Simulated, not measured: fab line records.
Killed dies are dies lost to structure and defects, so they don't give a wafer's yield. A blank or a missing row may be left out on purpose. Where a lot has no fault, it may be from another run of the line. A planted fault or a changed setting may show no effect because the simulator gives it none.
One fault through the eyes of 2 desks | flow berkeley-cmos170 | numbers are kept per desk, each desk with only its own; the story behind them comes last

## FROM THE METROLOGY DESK
What the gauges read for every lot (on any tool): the sampled wafers with a number, averaged. If a lot's mean is further than 4 standard deviations from the usual mean, the lot is out of limits and carries the mark OUT (the distance appears in the brackets).
Columns: A = NWELL_OXIDE_THK at UCB170_NWELL_THK_MEAS_02, usual 26.3 nm; B = NWELL_OVL at UCB170_NWELL_OVL_MEAS_12, usual 3 nm; C = PFIELD_TW at UCB170_PFIELD_TW_MEAS_09, usual 597; D = NVT_OVL at UCB170_NVT_OVL_MEAS_06, usual 3 nm
lot  | first seen here | A    | B  | C   | D
L985 | day 2 05:29     | 25.9 | 2  | 591 | 1
L986 | day 2 05:32     | 26.0 | 3  | 604 | 3
L989 | day 2 20:23     | 25.9 | -1 | 594 | 4
L990 | day 2 20:23     | 26.4 | 6  | 600 | 1
L991 | day 3 04:19     | 26.7 | -4 | 593 | 1
L992 | day 3 09:38     | 25.6 | 3  | 593 | 6
L993 | day 3 14:09     | 25.5 | 1  | 602 | -1
L995 | day 4 02:26     | 25.7 | 5  | 597 | 3
L996 | day 4 06:09     | 26.9 | -7 | 602 | 3
L997 | day 4 14:48     | 26.7 | 6  | 602 | 5
L100 | day 5 06:42     | 26.7 | 3  | 592 | -3
L101 | day 5 06:43     | 26.1 | 0  | 600 | 3
L105 | day 6 03:41     | 26.1 | 2  | 606 | 6
L106 | day 6 12:44     | 27.2 | 4  | 607 | 4
L108 | day 6 21:18     | 25.7 | 10 | 615 | 9
This desk's finding: nothing out of limits on any of the 15 lots.

## THE TOOL OWNER'S DESK: implanter-01
The tool's own readings at UCB170_PFIELD_IMPLANT_07: means of the sampled wafers that have a number, for each lot that ran on this tool. If a lot's mean is further than 4 standard deviations from the usual mean, the lot is out of limits and carries the mark OUT (the distance appears in the brackets).
Columns: A = dose-ions-cm2 at UCB170_PFIELD_IMPLANT_07, usual 1.9999e+13; B = faraday-current-uA at UCB170_PFIELD_IMPLANT_07, usual 63.5
lot  | first seen here | A                    | B
L985 | day 4 17:07     | 2.0002e+13           | 62.9
L990 | day 5 01:02     | 1.9999e+13           | 63.9
L991 | day 5 09:35     | 1.9996e+13           | 64.2
L992 | day 6 01:25     | 2.0026e+13           | 63.7
L100 | day 7 15:38     | 2.0009e+13           | 65.4
L105 | day 8 18:00     | 2.1308e+13 (+55) OUT | 67.9
L106 | day 9 00:24     | 2.1310e+13 (+55) OUT | 68.8
L108 | day 9 02:19     | 2.1322e+13 (+55) OUT | 68.8
This desk's verdict: out of limits on L105, L106, L108, starting with L105 at day 8 18:00 (dose-ions-cm2 at UCB170_PFIELD_IMPLANT_07). In limits: L985, L990, L991, L992, L100.

## TAKEN TOGETHER
At day 8 18:00, on L105, L106, L108, the tool owner's desk was in a position to raise an alarm.
At the metrology desk, nothing out of limits was observed.
The metrology desk has L105, L106, L108 on record, within its limits.
The lots listed all ran UCB170_PFIELD_IMPLANT_07 on implanter-01.

## WHAT THE SIMULATOR HAD INSERTED
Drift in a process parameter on implanter-01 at UCB170_PFIELD_IMPLANT_07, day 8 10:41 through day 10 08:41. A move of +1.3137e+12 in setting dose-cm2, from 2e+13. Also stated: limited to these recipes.
Lots struck among those shown: L105, L106, L108.
Hours from the fault's start to each desk's first reading out of limits: the tool owner's desk, 7.
